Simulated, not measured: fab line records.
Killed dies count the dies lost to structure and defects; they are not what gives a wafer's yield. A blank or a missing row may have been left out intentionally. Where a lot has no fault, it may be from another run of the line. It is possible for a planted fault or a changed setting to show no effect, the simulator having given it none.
Which tool is to blame?    flow berkeley-cmos170    7 lots with 21 wafers sampled at 2 steps, on a route of 331 steps

== WHAT EACH GAUGE READ, for each wafer ==
UCB170_PLDD_TW_MEAS_11.
lot   measured      on             PLDD_TW
L781  day 7 04:44   film-metro-01  1009 1011 1008
L787  day 8 03:25   film-metro-03  1008 1011 1011
L789  day 8 15:06   film-metro-03  1006 1005 999
L790  day 8 15:56   film-metro-01  955 960 953
L795  day 9 17:50   film-metro-01  958 956 963
L799  day 10 17:34  film-metro-03  1003 1001 1005
L803  day 11 14:55  film-metro-04  1018 1018 1017

== EACH LOT AND THE TOOL THAT RAN IT (in order: tool; ch and the chambers of the sampled wafers; start) ==
lot   UCB170_PLDD_IMPLANT_09
L781  implanter-01 ch 0, day 7 04:30
L787  implanter-01 ch 0, day 8 03:11
L789  implanter-01 ch 0, day 8 14:51
L790  implanter-01 ch 0, day 8 15:41
L795  implanter-01 ch 0, day 9 17:36
L799  implanter-04 ch 0, day 10 17:19
L803  implanter-04 ch 0, day 11 14:41
- UCB170_PLDD_IMPLANT_09

== THE ANSWER, worked out from the rows above alone ==
Rule: what is usual is taken from the lots themselves. The widest of any qualifying gaps counts: lots, ordered by their means at a reading, are off when they make up no more than a third of the lots, leave a main group of 4 or more, and stand apart from it by 3 or more times the standard deviation of that group's means. A main group whose means are all the same, to the digits that the tables above print for the reading, isn't used. A lot without any number at a reading at which 4 lots or more have one is off too. Any other lot the step has rows for is counted as sound.
Off: at UCB170_PLDD_TW_MEAS_11 (PLDD_TW), L790, L795. Mean 1009 and standard deviation 5.4 in the main group.
If a tool, at a process step before that reading, ran all the lots that are off and no sound lot after the first of them, it fits. The gauges at UCB170_PLDD_TW_MEAS_11 are tried like those tools. 2 tools fit, implanter-01 at UCB170_PLDD_IMPLANT_09 and film-metro-01 at UCB170_PLDD_TW_MEAS_11, so this cannot tell which one it is.

== WHAT THE SIMULATOR HAD PUT IN ==
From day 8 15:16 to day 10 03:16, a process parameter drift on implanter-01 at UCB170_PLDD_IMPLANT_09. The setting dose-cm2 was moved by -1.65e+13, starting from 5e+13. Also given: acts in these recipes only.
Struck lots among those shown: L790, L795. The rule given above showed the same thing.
